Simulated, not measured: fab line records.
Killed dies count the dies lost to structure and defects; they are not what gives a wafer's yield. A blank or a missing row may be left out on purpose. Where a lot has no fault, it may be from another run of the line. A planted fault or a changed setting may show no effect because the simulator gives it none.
Which tool is to blame? | flow rit_cmos | 45 wafers from 15 lots sampled at 2 of the route's 202 steps

## WHAT THE GAUGES SHOWED, per wafer
RIT_CONTACT_CD_MEAS_08 targets a cd of 1000 nm. Usual: 1000.4 nm for cd_nm, sd 1.9.
lot  | measured    | on        | cd_nm (nm)           | flag
L774 | day 3 05:20 | cd_sem-02 | 998.4 999.8 997.7    |
L775 | day 3 09:53 | cd_sem-02 | 1001.9 1000.0 1000.7 |
L776 | day 3 14:59 | cd_sem-02 | 1001.1 999.4 1001.4  |
L777 | day 3 22:54 | cd_sem-02 | 1001.4 1002.6 1002.4 |
L778 | day 4 00:53 | cd_sem-02 | 1000.6 996.7 999.1   |
L779 | day 4 05:47 | cd_sem-02 | 998.6 998.5 999.6    |
L780 | day 4 10:18 | cd_sem-01 | 1001.0 1002.0 1001.5 |
L781 | day 4 14:10 | cd_sem-01 | 1003.1 999.9 1002.5  |
L782 | day 4 19:54 | cd_sem-02 | - - -                | OFF
L783 | day 5 02:19 | cd_sem-01 | - - -                | OFF
L784 | day 5 05:26 | cd_sem-02 | - - -                | OFF
L786 | day 5 17:17 | cd_sem-01 | 1002.4 1000.7 1000.9 |
L791 | day 6 16:49 | cd_sem-01 | 1004.1 1003.3 1002.9 |
L794 | day 7 08:20 | cd_sem-02 | 1002.8 1000.7 1003.7 |
L797 | day 8 00:22 | cd_sem-01 | 1002.0 1001.6 1002.3 |

## EACH LOT AND THE TOOL THAT RAN IT (in order: tool; ch and the chambers of the sampled wafers; start)
lot  | RIT_CONTACT_COAT_03
L774 | litho_track-04 ch 0, day 3 04:17
L775 | litho_track-04 ch 0, day 3 09:05
L776 | litho_track-04 ch 0, day 3 14:03
L777 | litho_track-03 ch 0, day 3 22:05
L778 | litho_track-01 ch 0, day 4 00:04
L779 | litho_track-03 ch 0, day 4 04:58
L780 | litho_track-04 ch 0, day 4 09:22
L781 | litho_track-04 ch 0, day 4 13:14
L782 | litho_track-04, day 4 19:05
L783 | litho_track-03, day 5 01:16
L784 | litho_track-03, day 5 04:37
L786 | litho_track-04 ch 0, day 5 16:29
L791 | litho_track-01 ch 0, day 6 15:47
L794 | litho_track-01 ch 0, day 7 07:17
L797 | litho_track-03 ch 0, day 7 23:33
- RIT_CONTACT_COAT_03: resist thk 1000 nm.

## AS READ BY THE TOOLS THEMSELVES (means over the sampled wafers that have a number; for cases with no such wafer, the mark the record gives instead)
RIT_CONTACT_COAT_03. Usual: chill_plate_temp_C 23.02 C, standard deviation 0.1; dispense_pressure_kPa 50.5 kPa, standard deviation 1.1.
lot  | tool           | chill_plate_temp_C (C) | dispense_pressure_kPa (kPa) | flag
L774 | litho_track-04 | 23.02                  | 49.4                        |
L775 | litho_track-04 | 22.96                  | 49.3                        |
L776 | litho_track-04 | 22.95                  | 49.4                        |
L777 | litho_track-03 | 23.01                  | 52.3                        |
L778 | litho_track-01 | 23.00                  | 50.5                        |
L779 | litho_track-03 | 22.95                  | 52.2                        |
L780 | litho_track-04 | 23.02                  | 49.4                        |
L781 | litho_track-04 | 23.13                  | 49.3                        |
L782 | litho_track-04 | -                      | -                           | OFF
L783 | litho_track-03 | -                      | -                           | OFF
L784 | litho_track-03 | -                      | -                           | OFF
L786 | litho_track-04 | 22.93                  | 49.3                        |
L791 | litho_track-01 | 22.94                  | 50.6                        |
L794 | litho_track-01 | 23.03                  | 50.6                        |
L797 | litho_track-03 | 23.01                  | 52.2                        |

## THE ANSWER, worked out from the rows above alone
Rule: take the mean of a lot's wafers that have a number; if it is more than 3 standard deviations from the usual mean, the lot is off. Also off: a lot with no number at a reading for which 4 or more lots have one. The other lots that the step has rows for count as sound. After the gauges, taken in route order, come the tools' own readings; for these a lot's mean is taken, as printed above. The first step at which some lot is off is used, and at that step the reading that is off furthest; a lot without a number counts as furthest.
Off: L782, L783, L784, at RIT_CONTACT_CD_MEAS_08 (cd_nm). Without a number there: L782, L783, L784.
A tool fits if, at a process step before that reading, it ran every lot that is off, and no sound lot after the first of them. The gauges at RIT_CONTACT_CD_MEAS_08 aren't tried: what is off there is off at RIT_CONTACT_COAT_03 too, on other tools, and a gauge's error can't cause that. Not one of the candidates tried fits.

## WHAT THE SIMULATOR HAD PUT IN
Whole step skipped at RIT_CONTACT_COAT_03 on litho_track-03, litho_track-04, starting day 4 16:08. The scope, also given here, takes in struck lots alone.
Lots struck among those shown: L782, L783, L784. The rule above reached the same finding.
